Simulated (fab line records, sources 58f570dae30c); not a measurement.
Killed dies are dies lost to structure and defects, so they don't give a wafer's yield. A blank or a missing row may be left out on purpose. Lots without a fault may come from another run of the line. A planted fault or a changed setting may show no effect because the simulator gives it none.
Chamber matching | flow berkeley_cmos170 | UCB170_V1_ETCH_14 on rie_diel-02: 4 sister chambers
The step etches SiO2 in CHF3/CF4/Ar, stops on Al, target depth 1250 nm, time 291 s. 16 wafers are shown with their chamber, then 8 later ones without.

WAFERS WITH THEIR CHAMBER
wafer  | chamber | drypump_motor_current_A (A) | throttle_valve_pct (%) | oes_product_au (a.u.)
L074.1 | 3       | 6.0                         | 6.85                   | 0.871
L074.3 | 0       | 6.8                         | 7.02                   | 0.881
L074.5 | 2       | 5.7                         | 7.02                   | 0.868
L078.1 | 1       | 5.4                         | 7.00                   | 0.868
L078.4 | 2       | 5.7                         | 7.04                   | 0.866
L078.5 | 1       | 5.4                         | 6.99                   | 0.871
L080.2 | 2       | 5.7                         | 7.04                   | 0.866
L080.4 | 0       | 6.8                         | 7.01                   | 0.890
L080.6 | 3       | 6.0                         | 6.87                   | 0.873
L086.4 | 1       | 5.4                         | 7.00                   | 0.881
L086.5 | 0       | 6.8                         | 7.00                   | 0.881
L086.6 | 3       | 6.0                         | 6.85                   | 0.867
L090.2 | 0       | 6.7                         | 7.00                   | 0.879
L090.3 | 1       | 5.4                         | 7.00                   | 0.879
L090.5 | 0       | 6.8                         | 7.01                   | 0.884
L091.1 | 3       | 6.0                         | 6.87                   | 0.875

SIGNATURES (means of the wafers above)
reading                 | chamber 0 | chamber 1 | chamber 2 | chamber 3 | scatter within a chamber
drypump_motor_current_A | 6.780     | 5.400     | 5.700     | 6.000     | 0.0258
throttle_valve_pct      | 7.0080    | 6.9975    | 7.0333    | 6.8600    | 0.00923
oes_product_au          | 0.88300   | 0.87475   | 0.86667   | 0.87150   | 0.00436
Rule: a wafer's distance from a chamber is the root of the sum, over the readings, of the square of ((its reading less the chamber's mean) divided by the reading's scatter). The wafer belongs to the nearest chamber; if the next one is less than 2 further off, it can't be placed. The scatter: the root of (the sum of the squares of (reading less its chamber's mean) over the shown wafers, divided by (wafers less chambers)).

WAFERS WITHOUT THEIR CHAMBER
wafer  | drypump_motor_current_A (A) | throttle_valve_pct (%) | oes_product_au (a.u.)
L091.2 | 6.8                         | 7.00                   | 0.880
L091.4 | 5.7                         | 7.06                   | 0.867
L096.3 | 6.0                         | 6.86                   | 0.872
L096.4 | 6.8                         | 7.01                   | 0.882
L096.6 | 6.0                         | 6.85                   | 0.867
L097.2 | 5.4                         | 7.02                   | 0.876
L097.4 | 5.4                         | 6.99                   | 0.876
L097.6 | 6.8                         | 7.01                   | 0.885

WHICH CHAMBER EACH WENT THROUGH
wafer  | from the rows above | in truth
L091.2 | 0                   | 0
L091.4 | 2                   | 2
L096.3 | 3                   | 3
L096.4 | 0                   | 0
L096.6 | 3                   | 3
L097.2 | 1                   | 1
L097.4 | 1                   | 1
L097.6 | 0                   | 0
Placed correctly: 8 of 8. Can't be placed from these rows: 0. Placed wrongly: 0.
